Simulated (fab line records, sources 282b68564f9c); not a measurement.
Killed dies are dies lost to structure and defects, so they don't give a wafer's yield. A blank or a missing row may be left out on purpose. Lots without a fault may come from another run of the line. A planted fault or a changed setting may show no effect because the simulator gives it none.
fab line records | flow rit_cmos
record lots=14 wafers=42 last_day=7
route steps=202 shown M1@190
lots that met no fault: from a run of the same line without faults
start_h: hours from the record's first day to the start of the lot's first wafer shown | wait_h: hours since the lot's step before | " the same as in the row above | L1.1+2: a row that stands for several wafers | - no value, or no start given | * or withheld: withheld | < > ~ a bound
route shown NAME@n: a module of which the file shows steps, and the number in the route of the first | usual: mean/standard deviation of fault-free wafers | same: alike in all rows | chamber/n: place in a boat | sites: the reading at each site | _std_site: their standard deviation | _edge_site: outer sites' mean less inner sites' | radius_mm: how far each site lies from the wafer's centre | mask NAME#n: copy n | behind: the tool/chamber that last shaped the wafer | hold: why the lot was held/for how many hours/how that ended | device: the transistor (n, p or np) that didn't switch | end of line: the same wafers' tests at the end of the route | a step without rows: its recipe alone | killed: dies lost to structure and defects at the first sort, not the wafer's yield | map: a wafer's dies, x killed, . not, _ none there
set.NAME: the setting as run; set.NAME@STEP: as run at that earlier step | model.NAME: the simulator's own value behind a step, which no gauge read
steps of the route over a sample of lots; a table a step, a row a wafer
services: from which hour (start_h, from the record's first day; less than 0 if before it) a tool's chamber was out of use, for how many hours, and why
## steps
# step RIT_M1_EXPOSE_06
# recipe mask_id=M12 na=0.6 source_shape=conventional sigma_outer=0.5 target_cd_nm=2600 dose_mj=250
# columns lot.wafer tool chamber start_h wait_h mask
L618.2+4+6 iline_stepper-01 0 57.66 0.2 M12#0
L619.2+3+5 iline_stepper-02 0 63.22 0.2 M12#0
L620.1+3+4 iline_stepper-01 0 65.15 0.2 M12#0
L621.2+4+5 iline_stepper-02 0 69.56 0.2 M12#0
L623.2+3+5 iline_stepper-01 0 83.24 0.1 M12#0
L626.1+2+3 iline_stepper-02 0 98.53 0.1 M12#0
L628.1+3+5 iline_stepper-02 0 111.11 0.2 M12#0
L630.4+5+6 iline_stepper-01 0 118.95 0.1 M12#0
L632.4+5+6 iline_stepper-02 0 130.17 0.2 M12#0
L635.1+3+4 iline_stepper-01 0 144.65 0.1 M12#0
L636.1+4+5 iline_stepper-01 0 146.12 0.1 M12#0
L637.2+4+5 iline_stepper-01 0 151.45 0.1 M12#0
L638.1+5+6 iline_stepper-01 0 157.84 0.1 M12#0
L641.1+5+6 iline_stepper-01 0 173.46 0.2 M12#0
# step RIT_M1_OVL_MEAS_10
# usual M1_OVL=0.8/1.7
# columns lot.wafer tool chamber start_h wait_h M1_OVL[nm]
L618.2 overlay-02 - 58.37 0.1 1.0
L618.4 " - " " 1.9
L618.6 " - " " 0.5
L619.2 overlay-01 - 63.89 0.1 0.1
L619.3 " - " " 0.6
L619.5 " - " " -2.5
L620.1 overlay-01 - 65.70 0.1 0.8
L620.3 " - " " 0.3
L620.4 " - " " 0.8
L621.2 overlay-01 - 70.11 0.1 1.0
L621.4 " - " " 0.7
L621.5 " - " " 0.5
L623.2 overlay-02 - 83.78 0.1 3.7
L623.3 " - " " 0.9
L623.5 " - " " 1.6
L626.1 overlay-02 - 99.08 0.1 -1.8
L626.2 " - " " -2.2
L626.3 " - " " -2.1
L628.1 overlay-02 - 111.66 0.1 304.2
L628.3 " - " " 304.7
L628.5 " - " " 305.8
L630.4 overlay-01 - 119.52 0.1 4.3
L630.5 " - " " 4.3
L630.6 " - " " 3.5
L632.4 overlay-01 - 130.68 0.1 304.0
L632.5 " - " " 304.2
L632.6 " - " " 304.8
L635.1 overlay-02 - 145.20 0.1 4.4
L635.3 " - " " 3.7
L635.4 " - " " 4.0
L636.1 overlay-01 - 146.67 0.1 1.6
L636.4 " - " " 2.8
L636.5 " - " " 2.7
L637.2 overlay-02 - 151.99 0.1 1.6
L637.4 " - " " -0.5
L637.5 " - " " 0.3
L638.1 overlay-01 - 158.39 0.1 2.2
L638.5 " - " " 2.9
L638.6 " - " " 1.9
L641.1 overlay-02 - 174.01 0.1 1.3
L641.5 " - " " 1.1
L641.6 " - " " 0.6
# step RIT_M1_PROBE_99
# usual defect_limited_yield=97.4/1.1 killed_at_contacts=0.1/0.3 killed_at_front_end=6.9/2.9 killed_dies=7.0/2.9 killed_open=3.3/2 killed_short=3.7/2 sort_bin_3_pad_short=0.1/0.22 sort_bin_5_function=1.5/0.81 sort_bin_6_memory=1.0/0.64 sort_n_pass=257.0/2.9 sort_yield_pct=97.4/1.1
# same gross_dies=264 killed_at_M0_to_M3=0 killed_at_M4_up=0 killed_at_back_side=0 killed_at_other=0
# columns lot.wafer tool chamber start_h wait_h defect_limited_yield[%] killed_at_contacts killed_at_front_end killed_dies killed_open killed_short sort_bin_3_pad_short[%] sort_bin_5_function[%] sort_bin_6_memory[%] sort_n_pass sort_yield_pct[%]
L626.1 prober-01 - 101.68 0.1 96.6 0 9 9 6 3 0 2.3 1.1 255.0 96.6
L626.2 prober-01 - 101.73 0.1 98.1 0 5 5 1 4 0 1.1 0.8 259.0 98.1
L626.3 prober-01 - 101.78 0.2 98.5 0 4 4 2 2 0.4 0.4 0.8 260.0 98.5
L635.1 prober-01 - 147.83 0.1 97.0 0 8 8 5 3 0 2.3 0.8 256.0 97.0
L635.3 prober-01 - 147.93 0.2 97.7 0 6 6 4 2 0 0.8 1.5 258.0 97.7
L635.4 prober-01 - 147.98 0.2 97.0 0 8 8 5 3 0 1.9 1.1 256.0 97.0
# killed by level:class
L626.1 REOX:geometric_particle:open=4 GATE:geometric_particle:open=1 GATE:geometric_particle:short=1 REOX:geometric_particle:short=1 SPACER:geometric_particle:short=1 SPACER:geometric_particle:open=1
L626.2 GATE:geometric_particle:short=2 FOX1:geometric_particle:short=1 SPACER:geometric_particle:short=1 SILICIDE:geometric_particle:open=1
L626.3 FOX2:geometric_particle:open=1 GATE:geometric_particle:short=1 GATE:geometric_particle:open=1 SPACER:geometric_particle:short=1
L635.1 GATE:geometric_particle:open=2 SPACER:geometric_particle:open=2 FOX2:geometric_particle:short=1 GATE:geometric_particle:short=1 REOX:geometric_particle:open=1 SILICIDE:geometric_particle:short=1
L635.3 FOX1:geometric_particle:open=1 FOX2:geometric_particle:short=1 FOX2:geometric_particle:open=1 GATE:geometric_particle:short=1 REOX:geometric_particle:open=1 SILICIDE:geometric_particle:open=1
L635.4 GATE:geometric_particle:open=2 SPACER:geometric_particle:short=2 FOX2:geometric_particle:open=1 FOX2:geometric_particle:short=1 REOX:geometric_particle:open=1 SILICIDE:geometric_particle:open=1
## services
# columns tool chamber start_h hours kind
iline_stepper-01 - 43.38 12.1 repair
iline_stepper-01 - 114.52 2.6 repair
iline_stepper-01 - 126.48 1.7 pm
iline_stepper-01 - 163.48 4.1 repair
## key
first_sign step=RIT_M1_OVL_MEAS_10 reading=M1_OVL direction=up sigmas=99+ usual=0.8 struck=304.6
effect none on later readings
met_at RIT_M1_EXPOSE_06
struck_lots L628,L632
onset_between 98.53 111.11
fault kind=scanner_matching_overlay tool=iline_stepper-02 chamber=- onset_h=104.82 steps=RIT_M1_EXPOSE_06 offset=305.08
